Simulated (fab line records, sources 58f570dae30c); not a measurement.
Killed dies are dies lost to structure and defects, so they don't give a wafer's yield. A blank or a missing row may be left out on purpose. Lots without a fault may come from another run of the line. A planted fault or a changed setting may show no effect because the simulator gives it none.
Chamber matching | flow berkeley_cmos170 | UCB170_SILICIDE_WET_ETCH_05 on wet_bench-01: 4 sister chambers
The step etches Ti in SPM, time 45 s. 7 wafers are shown with their chamber, then 8 later ones without.

WAFERS WITH THEIR CHAMBER
wafer  | chamber | bath_heat_duty_pct (%) | bath_guard_temp_C (C)
L773.4 | 1       | 12.9                   | 120.2
L773.5 | 1       | 14.8                   | 119.5
L775.2 | 0       | 11.6                   | 121.0
L775.3 | 0       | 12.1                   | 120.9
L777.3 | 2       | 13.8                   | 119.7
L777.5 | 2       | 14.1                   | 120.1
L779.1 | 3       | 12.3                   | 119.8

WAFERS WITHOUT THEIR CHAMBER
wafer  | bath_heat_duty_pct (%) | bath_guard_temp_C (C)
L779.3 | 11.9                   | 120.0
L779.4 | 10.5                   | 119.8
L780.1 | 11.9                   | 119.9
L780.2 | 12.9                   | 119.7
L780.5 | 11.7                   | 120.0
L793.1 | 10.6                   | 120.8
L793.2 | 12.3                   | 121.1
L793.3 | 10.6                   | 120.2

WHICH CHAMBER EACH WENT THROUGH
wafer  | from the rows above               | in truth
L779.3 | can't be placed: 3 or 1 or 2      | 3
L779.4 | can't be placed: 3 or 0 or 1      | 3
L780.1 | can't be placed: 3 or 1 or 2      | 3
L780.2 | can't be placed: 3 or 1 or 2      | 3
L780.5 | can't be placed: 3 or 1 or 2 or 0 | 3
L793.1 | 0                                 | 0
L793.2 | 0                                 | 0
L793.3 | can't be placed: 3 or 0 or 1 or 2 | 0
Placed correctly: 2 of 8. Can't be placed from these rows: 6 (the true chamber is among the candidates in 6). Placed wrongly: 0.
How it was worked out, from the rows above alone: a wafer's distance from a chamber is the root of the sum, over the readings, of the square of ((its reading less the chamber's mean) divided by the reading's scatter). The wafer belongs to the nearest chamber; if the next one is less than 2 further off, it can't be placed. A chamber's mean is the mean of its shown wafers. The scatter: the root of (the sum of the squares of (reading less its chamber's mean) over the shown wafers, divided by (wafers less chambers)).
